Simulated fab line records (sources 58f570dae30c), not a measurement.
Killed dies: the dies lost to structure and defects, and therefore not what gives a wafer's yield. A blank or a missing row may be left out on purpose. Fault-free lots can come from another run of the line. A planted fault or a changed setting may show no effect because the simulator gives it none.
fab line records | flow berkeleyCmos170
record: lots: 14 | wafers: 42 | lastDay: 11
route steps=331 shown NWELL@19 PFIELD@87 PSD@179 CONTACT@232
lots untouched by any fault: they come from a run of this same line in which no faults occurred
startH: hours from the record's opening day to when the first of the lot's shown wafers began | waitH: how many hours have passed since the lot's step before this one | " identical to the entry in the row above | L1.1+2: a row that stands for several wafers | - no value, or no start given | * or withheld: withheld | < > ~ a bound
route shown NAME@n: a module of which the file shows steps, and the number in the route of the first | usual: mean/standard deviation taken from wafers without a fault | same: alike in all rows | chamber/n: place in a boat | sites: each site's reading | _std_site: standard deviation across them | _edge_site: inner sites' mean taken away from outer sites' mean | radiusMm: how far each site lies from the wafer's centre | mask NAME#n: copy n | behind: the most recent tool/chamber to have shaped the wafer | hold: why the lot went on hold/how many hours it stayed there/how the hold came to an end | device: the transistor (n, p or np) that didn't switch | end of line: tests of these same wafers at the route's end | a step with no rows: only its recipe | killed: not the wafer's yield, but the dies lost to structure and defects at the first sort | map: shows each die of a wafer: x if killed, . if not, _ if none is there
set.NAME: the setting as run; set.NAME@STEP: as run at that earlier step | model.NAME: the simulator's own value behind a step, which no gauge read
one table for each step of the route and one row for each wafer, over a sample of lots
services: a tool's chamber out of use, with start hour (startH, from the record's first day; less than 0 if before it), hours out, and reason
== steps ==
step: UCB170_NWELL_THK_MEAS_05
recipe: reads: Si3N4_of_NWELL_CVD_04
usual: NWELL_NITRIDE_THK: 222.7/2.1
lot.wafer | tool         | chamber | startH | waitH | NWELL_NITRIDE_THK[nm]
L985.3    | filmMetro-02 | -       | 33.39  | 0.0   | 223.0
L985.4    | "            | -       | "      | "     | 223.8
L985.6    | "            | -       | "      | "     | 223.1
L987.1    | filmMetro-02 | -       | 40.89  | 0.0   | 226.9
L987.3    | "            | -       | "      | "     | 226.2
L987.5    | "            | -       | "      | "     | 226.1
L988.1    | filmMetro-02 | -       | 47.74  | 0.0   | 219.8
L988.2    | "            | -       | "      | "     | 219.3
L988.6    | "            | -       | "      | "     | 220.3
L990.1    | filmMetro-03 | -       | 61.19  | 0.0   | 223.0
L990.2    | "            | -       | "      | "     | 221.1
L990.6    | "            | -       | "      | "     | 222.0
L991.3    | filmMetro-04 | -       | 68.01  | 0.0   | 220.1
L991.4    | "            | -       | "      | "     | 221.1
L991.6    | "            | -       | "      | "     | 221.1
L992.2    | filmMetro-03 | -       | 72.27  | 0.0   | 224.9
L992.3    | "            | -       | "      | "     | 226.1
L992.4    | "            | -       | "      | "     | 226.7
L993.1    | filmMetro-02 | -       | 78.56  | 0.0   | 226.4
L993.5    | "            | -       | "      | "     | 223.2
L993.6    | "            | -       | "      | "     | 227.1
L995.3    | filmMetro-03 | -       | 84.18  | 0.0   | 220.5
L995.4    | "            | -       | "      | "     | 222.9
L995.5    | "            | -       | "      | "     | 222.0
L998.3    | filmMetro-03 | -       | 95.08  | 0.1   | 222.2
L998.5    | "            | -       | "      | "     | 223.5
L998.6    | "            | -       | "      | "     | 222.6
L101.2    | filmMetro-02 | -       | 106.72 | 0.0   | 218.9
L101.3    | "            | -       | "      | "     | 220.4
L101.4    | "            | -       | "      | "     | 217.3
L102.1    | filmMetro-02 | -       | 116.56 | 0.0   | 221.9
L102.3    | "            | -       | "      | "     | 220.9
L102.4    | "            | -       | "      | "     | 220.5
L104.1    | filmMetro-03 | -       | 124.88 | 0.0   | 220.7
L104.2    | "            | -       | "      | "     | 221.3
L104.4    | "            | -       | "      | "     | 219.6
L105.1    | filmMetro-02 | -       | 128.80 | 0.0   | 221.9
L105.2    | "            | -       | "      | "     | 221.1
L105.4    | "            | -       | "      | "     | 220.4
L107.1    | filmMetro-02 | -       | 135.33 | 0.0   | 222.7
L107.3    | "            | -       | "      | "     | 221.7
L107.6    | "            | -       | "      | "     | 222.0
step: UCB170_PFIELD_STRIP_08
recipe: chemistry: O2 | powerW: 400 | pressureMtorr: 3500 | platenTempC: withheld | o2FlowSccm: 400 | overashFraction: 0.5
usual: drypumpMotorCurrentA: 5.64/0.26 | oesProductAu: 0.734/0.0047 | stripTimeToEndpointS: 21.61/0.066
same: overashFraction: 0.5
lot.wafer | tool           | chamber | startH | waitH | drypumpMotorCurrentA | oesProductAu | rfHoursCounterH | stripTimeToEndpointS
L985.3    | plasmaAsher-01 | 0       | 79.87  | 0.1   | 5.05                 | 0.734        | -               | 21.56
L985.4    | "              | 1       | "      | "     | 5.57                 | 0.735        | -               | 21.57
L985.6    | "              | 1       | "      | "     | 5.58                 | 0.729        | -               | 21.53
L988.1    | plasmaAsher-03 | 0       | 96.42  | 0.1   | 5.83                 | 0.733        | 31              | 21.58
L988.2    | "              | 1       | "      | "     | 5.55                 | 0.729        | 31              | 21.58
L988.6    | "              | 1       | "      | "     | 5.56                 | 0.732        | -               | 21.64
L987.1    | plasmaAsher-01 | 1       | 96.57  | 0.1   | 5.57                 | 0.725        | 37              | 21.64
L987.3    | "              | 0       | "      | "     | 5.09                 | 0.738        | -               | 21.62
L987.5    | "              | 0       | "      | "     | 5.06                 | 0.737        | -               | 21.60
L990.1    | plasmaAsher-02 | 0       | 111.06 | 0.2   | 5.89                 | 0.733        | 40              | 21.75
L990.2    | "              | 1       | "      | "     | 5.76                 | 0.730        | 40              | 21.70
L990.6    | "              | 1       | "      | "     | 5.76                 | 0.741        | -               | 21.62
L991.3    | plasmaAsher-02 | 1       | 111.45 | 0.1   | 5.71                 | 0.741        | -               | 21.57
L991.4    | "              | 0       | "      | "     | 5.88                 | 0.732        | -               | 21.48
L991.6    | "              | 0       | "      | "     | 5.89                 | 0.732        | -               | 21.50
L992.2    | plasmaAsher-02 | 1       | 111.65 | 0.1   | 5.80                 | 0.737        | 40              | 21.74
L992.3    | "              | 0       | "      | "     | 5.89                 | 0.729        | -               | 21.77
L992.4    | "              | 1       | "      | "     | 5.80                 | 0.740        | -               | 21.74
L993.1    | plasmaAsher-03 | 0       | 126.96 | 0.1   | 5.79                 | 0.730        | 34              | 21.65
L993.5    | "              | 1       | "      | "     | 5.56                 | 0.723        | -               | 21.67
L993.6    | "              | 0       | "      | "     | 5.79                 | 0.729        | -               | 21.69
L995.3    | plasmaAsher-03 | 0       | 132.26 | 0.1   | 5.83                 | 0.736        | -               | 21.66
L995.4    | "              | 1       | "      | "     | 5.53                 | 0.728        | -               | 21.62
L995.5    | "              | 0       | "      | "     | 5.83                 | 0.736        | -               | 21.65
L998.3    | plasmaAsher-03 | 1       | 143.47 | 0.1   | 5.55                 | 0.727        | -               | 21.59
L998.5    | "              | 1       | "      | "     | 5.53                 | 0.729        | -               | 21.62
L998.6    | "              | 0       | "      | "     | 5.82                 | 0.729        | -               | 21.55
L101.2    | plasmaAsher-03 | 1       | 147.90 | 0.1   | 5.56                 | 0.735        | 38              | 21.64
L101.3    | "              | 1       | "      | "     | 5.52                 | 0.730        | -               | 21.60
L101.4    | "              | 0       | "      | "     | 5.82                 | 0.735        | -               | 21.62
L102.1    | plasmaAsher-02 | 0       | 173.00 | 0.1   | 5.91                 | 0.737        | 48              | 21.54
L102.3    | "              | 0       | "      | "     | 5.89                 | 0.737        | -               | 21.61
L102.4    | "              | 1       | "      | "     | 5.75                 | 0.737        | -               | 21.60
L104.1    | plasmaAsher-01 | 1       | 173.31 | 0.1   | 5.58                 | 0.737        | 6               | 21.55
L104.2    | "              | 0       | "      | "     | 5.04                 | 0.735        | 6               | 21.56
L104.4    | "              | 1       | "      | "     | 5.59                 | 0.741        | -               | 21.53
L105.1    | plasmaAsher-01 | 1       | 173.72 | 0.1   | 5.59                 | 0.733        | 6               | 21.52
L105.2    | "              | 0       | "      | "     | 5.05                 | 0.740        | 6               | 21.60
L105.4    | "              | 1       | "      | "     | 5.59                 | 0.743        | -               | 21.55
L107.1    | plasmaAsher-02 | 1       | 181.19 | 0.1   | 5.77                 | 0.737        | 49              | 21.58
L107.3    | "              | 0       | "      | "     | 5.88                 | 0.740        | -               | 21.64
L107.6    | "              | 0       | "      | "     | 5.89                 | 0.732        | -               | 21.60
step: UCB170_PSD_PEB_04
recipe: pebTempC: 130 | pebTimeS: withheld | resist: KrF
usual: heaterPowerTotalW: 56.80/0.044
lot.wafer | tool          | chamber | startH | waitH | heaterPowerTotalW
L985.3    | lithoTrack-01 | 0       | 128.91 | 0.1   | 56.74
L985.4    | "             | 0       | "      | "     | 56.76
L985.6    | "             | 0       | "      | "     | 56.79
L987.1    | lithoTrack-04 | 0       | 146.08 | 0.2   | 56.68
L987.3    | "             | 0       | "      | "     | 56.70
L987.5    | "             | 0       | "      | "     | 56.79
L988.1    | lithoTrack-01 | 0       | 146.20 | 0.2   | 56.83
L988.2    | "             | 0       | "      | "     | 56.79
L988.6    | "             | 0       | "      | "     | 56.84
L991.3    | lithoTrack-04 | 0       | 157.85 | 0.1   | 56.78
L991.4    | "             | 0       | "      | "     | 56.78
L991.6    | "             | 0       | "      | "     | 56.77
L990.1    | lithoTrack-03 | 0       | 158.14 | 0.2   | 56.87
L990.2    | "             | 0       | "      | "     | 56.81
L990.6    | "             | 0       | "      | "     | 56.78
L992.2    | lithoTrack-04 | 0       | 158.55 | 0.5   | 56.80
L992.3    | "             | 0       | "      | "     | 56.86
L992.4    | "             | 0       | "      | "     | 56.83
L993.1    | lithoTrack-04 | 0       | 174.21 | 0.2   | 59.13
L993.5    | "             | 0       | "      | "     | 59.24
L993.6    | "             | 0       | "      | "     | 59.14
L995.3    | lithoTrack-01 | 0       | 183.89 | 0.5   | 56.81
L995.4    | "             | 0       | "      | "     | 56.87
L995.5    | "             | 0       | "      | "     | 56.84
L998.3    | lithoTrack-04 | 0       | 197.39 | 0.2   | 59.29
L998.5    | "             | 0       | "      | "     | 59.20
L998.6    | "             | 0       | "      | "     | 59.21
L101.2    | lithoTrack-01 | 0       | 203.06 | 0.1   | 56.78
L101.3    | "             | 0       | "      | "     | 56.84
L101.4    | "             | 0       | "      | "     | 56.75
L104.1    | lithoTrack-01 | 0       | 224.11 | 0.7   | 56.80
L104.2    | "             | 0       | "      | "     | 56.82
L104.4    | "             | 0       | "      | "     | 56.87
L102.1    | lithoTrack-01 | 0       | 224.39 | 0.6   | 56.80
L102.3    | "             | 0       | "      | "     | 56.78
L102.4    | "             | 0       | "      | "     | 56.77
L105.1    | lithoTrack-03 | 0       | 224.39 | 0.3   | 56.80
L105.2    | "             | 0       | "      | "     | 56.84
L105.4    | "             | 0       | "      | "     | 56.84
L107.1    | lithoTrack-01 | 0       | 231.23 | 0.4   | 56.81
L107.3    | "             | 0       | "      | "     | 56.81
L107.6    | "             | 0       | "      | "     | 56.86
step: UCB170_PSD_CD_MEAS_06
recipe: targetCdNm: 1200
usual: cdNm: 1200.2/1.5
lot.wafer | tool     | chamber | startH | waitH | cdNm
L985.3    | cdSem-01 | -       | 129.18 | -     | 1198.8
L985.4    | "        | -       | "      | "     | 1199.1
L985.6    | "        | -       | "      | "     | 1199.5
L987.1    | cdSem-02 | -       | 146.36 | -     | 1201.4
L987.3    | "        | -       | "      | "     | 1201.9
L987.5    | "        | -       | "      | "     | 1201.1
L988.1    | cdSem-01 | -       | 146.47 | -     | 1201.4
L988.2    | "        | -       | "      | "     | 1200.2
L988.6    | "        | -       | "      | "     | 1200.6
L991.3    | cdSem-01 | -       | 158.12 | -     | 1200.9
L991.4    | "        | -       | "      | "     | 1200.6
L991.6    | "        | -       | "      | "     | 1202.1
L990.1    | cdSem-02 | -       | 158.41 | -     | 1199.2
L990.2    | "        | -       | "      | "     | 1198.8
L990.6    | "        | -       | "      | "     | 1201.4
L992.2    | cdSem-01 | -       | 158.82 | -     | 1201.4
L992.3    | "        | -       | "      | "     | 1200.4
L992.4    | "        | -       | "      | "     | 1200.8
L993.1    | cdSem-01 | -       | 174.49 | -     | 1189.2
L993.5    | "        | -       | "      | "     | 1188.6
L993.6    | "        | -       | "      | "     | 1189.5
L995.3    | cdSem-01 | -       | 184.16 | -     | 1198.5
L995.4    | "        | -       | "      | "     | 1197.9
L995.5    | "        | -       | "      | "     | 1198.8
L998.3    | cdSem-02 | -       | 197.72 | -     | 1196.8
L998.5    | "        | -       | "      | "     | 1196.1
L998.6    | "        | -       | "      | "     | 1194.6
L101.2    | cdSem-02 | -       | 203.33 | -     | 1201.0
L101.3    | "        | -       | "      | "     | 1200.3
L101.4    | "        | -       | "      | "     | 1199.8
L104.1    | cdSem-02 | -       | 224.39 | -     | 1199.5
L104.2    | "        | -       | "      | "     | 1200.7
L104.4    | "        | -       | "      | "     | 1199.4
L102.1    | cdSem-02 | -       | 224.66 | -     | 1202.3
L102.3    | "        | -       | "      | "     | 1203.3
L102.4    | "        | -       | "      | "     | 1202.1
L105.1    | cdSem-01 | -       | 224.66 | -     | 1202.1
L105.2    | "        | -       | "      | "     | 1201.7
L105.4    | "        | -       | "      | "     | 1201.9
L107.1    | cdSem-02 | -       | 231.50 | -     | 1200.4
L107.3    | "        | -       | "      | "     | 1200.7
L107.6    | "        | -       | "      | "     | 1202.8
step: UCB170_CONTACT_OVL_MEAS_16
usual: CONTACT_OVL: 2/4.7
lot.wafer | tool       | chamber | startH | waitH | CONTACT_OVL[nm]
L985.3    | overlay-02 | -       | 143.16 | 0.1   | 2
L985.4    | "          | -       | "      | "     | 8
L985.6    | "          | -       | "      | "     | 5
L988.1    | overlay-02 | -       | 157.08 | 0.1   | 1
L988.2    | "          | -       | "      | "     | -4
L988.6    | "          | -       | "      | "     | -7
L987.1    | overlay-01 | -       | 157.23 | 0.1   | 2
L987.3    | "          | -       | "      | "     | -2
L987.5    | "          | -       | "      | "     | 3
L991.3    | overlay-01 | -       | 166.31 | 0.1   | 4
L991.4    | "          | -       | "      | "     | 5
L991.6    | "          | -       | "      | "     | 3
L990.1    | overlay-02 | -       | 166.84 | 0.1   | -3
L990.2    | "          | -       | "      | "     | -1
L990.6    | "          | -       | "      | "     | 0
L992.2    | overlay-02 | -       | 168.22 | 0.1   | 5
L992.3    | "          | -       | "      | "     | 3
L992.4    | "          | -       | "      | "     | 3
L993.1    | overlay-02 | -       | 183.51 | 0.1   | 0
L993.5    | "          | -       | "      | "     | -2
L993.6    | "          | -       | "      | "     | 1
L995.3    | overlay-01 | -       | 197.76 | 0.1   | 0
L995.4    | "          | -       | "      | "     | 2
L995.5    | "          | -       | "      | "     | -3
L998.3    | overlay-01 | -       | 209.02 | 0.1   | 5
L998.5    | "          | -       | "      | "     | 2
L998.6    | "          | -       | "      | "     | 9
L101.2    | overlay-02 | -       | 216.41 | 0.1   | 8
L101.3    | "          | -       | "      | "     | 9
L101.4    | "          | -       | "      | "     | 6
L105.1    | overlay-01 | -       | 233.98 | 0.1   | 1
L105.2    | "          | -       | "      | "     | 6
L105.4    | "          | -       | "      | "     | -4
L104.1    | overlay-02 | -       | 234.23 | 0.1   | 3
L104.2    | "          | -       | "      | "     | 9
L104.4    | "          | -       | "      | "     | 7
L102.1    | overlay-02 | -       | 234.77 | 0.1   | 6
L102.3    | "          | -       | "      | "     | 7
L102.4    | "          | -       | "      | "     | -3
L107.1    | overlay-01 | -       | 241.63 | 0.1   | -3
L107.3    | "          | -       | "      | "     | -6
L107.6    | "          | -       | "      | "     | 2
== services ==
tool           | chamber | startH | hours | kind
plasmaAsher-02 | -       | 86.70  | 4.2   | repair
plasmaAsher-01 | -       | 108.75 | 9.0   | pm
plasmaAsher-01 | 0       | 108.75 | 9.0   | ventCycle
plasmaAsher-01 | 1       | 108.75 | 9.0   | ventCycle
plasmaAsher-03 | -       | 110.45 | 9.6   | repair
plasmaAsher-01 | 0       | 117.75 | -     | clean
plasmaAsher-01 | 1       | 117.75 | -     | clean
plasmaAsher-02 | -       | 125.12 | 7.6   | repair
plasmaAsher-01 | -       | 130.21 | 9.0   | repair
plasmaAsher-01 | -       | 178.09 | 28.1  | pm
== key ==
firstSign: step: UCB170_PSD_PEB_04 | reading: heaterPowerTotalW | direction: up | sigmas: 54 | usual: 56.80 | struck: 59.20
effect: step: UCB170_PSD_CD_MEAS_06 | reading: cdNm | direction: down | sigmas: 5.1 | usual: 1200.2 | struck: 1192.5 | through: controlLoop
metAt UCB170_PSD_PEB_04
struckLots L993,L998
testerLeftOut L993,L998
loopTrim: step: UCB170_PSD_EXPOSE_03 | setting: dose | lots: L998
notActingAt UCB170_NWELL_THK_MEAS_05,UCB170_PFIELD_STRIP_08,UCB170_CONTACT_OVL_MEAS_16
onsetBetween 158.55 174.21
fault: kind: processParameterDrift | tool: lithoTrack-04 | chamber: - | onsetH: 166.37 | steps: UCB170_PSD_PEB_04 | channel: pebTimeS | offset: withheld | shape: step | endH: 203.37 | actsIn: *
testerLeftOut: of these lots the tester's yield and bins aren't shown, on N5 and GAA mostly nor the transistor test; their killed dies are dies lost to structure and defects alone, not to doping, threshold or leakage, so they don't give the yield
loopTrim: a control loop set the setting to another value than it would have without faults
